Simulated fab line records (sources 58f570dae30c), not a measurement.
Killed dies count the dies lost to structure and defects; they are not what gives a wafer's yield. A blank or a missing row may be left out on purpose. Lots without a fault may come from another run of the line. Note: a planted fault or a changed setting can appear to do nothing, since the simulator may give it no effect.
Which tool was responsible? | flow berkeley-cmos170 | 7 lots (21 wafers sampled), 1 step of a 331-step route

WHAT THE GAUGES SHOWED, per wafer
UCB170_NLDD_OVL_MEAS_07.
lot  | measured     | on         | NLDD_OVL (nm)
L953 | day 7 16:03  | overlay-01 | -10 -3 5
L958 | day 8 21:20  | overlay-01 | 1 5 -2
L959 | day 8 21:55  | overlay-01 | -14 -12 -12
L960 | day 9 12:08  | overlay-01 | 3 -6 -1
L965 | day 10 00:05 | overlay-02 | -7 -7 -11
L969 | day 10 22:38 | overlay-01 | -1 5 3
L974 | day 12 04:55 | overlay-01 | -8 -10 -7

TOOL THAT RAN EACH LOT (tool first, then ch and the chambers of the sampled wafers, then the start)
Record: no process step prior to these readings.

THE ANSWER, worked out from the rows above alone
Rule: what is usual is taken from the lots themselves. The widest of any qualifying gaps counts: lots, ordered by their means at a reading, are off when they make up no more than a third of the lots, leave a main group of 4 or more, and stand apart from it by 3 or more times the standard deviation of that group's means. A main group whose means are all the same, to the digits that the tables above print for the reading, isn't used. Also off: a lot with no number at a reading for which 4 or more lots have one. Where the step has rows for the other lots, those lots are counted as sound.
No lot is off at any reading shown: from this, nothing can be told.

WHAT THE SIMULATOR PUT IN
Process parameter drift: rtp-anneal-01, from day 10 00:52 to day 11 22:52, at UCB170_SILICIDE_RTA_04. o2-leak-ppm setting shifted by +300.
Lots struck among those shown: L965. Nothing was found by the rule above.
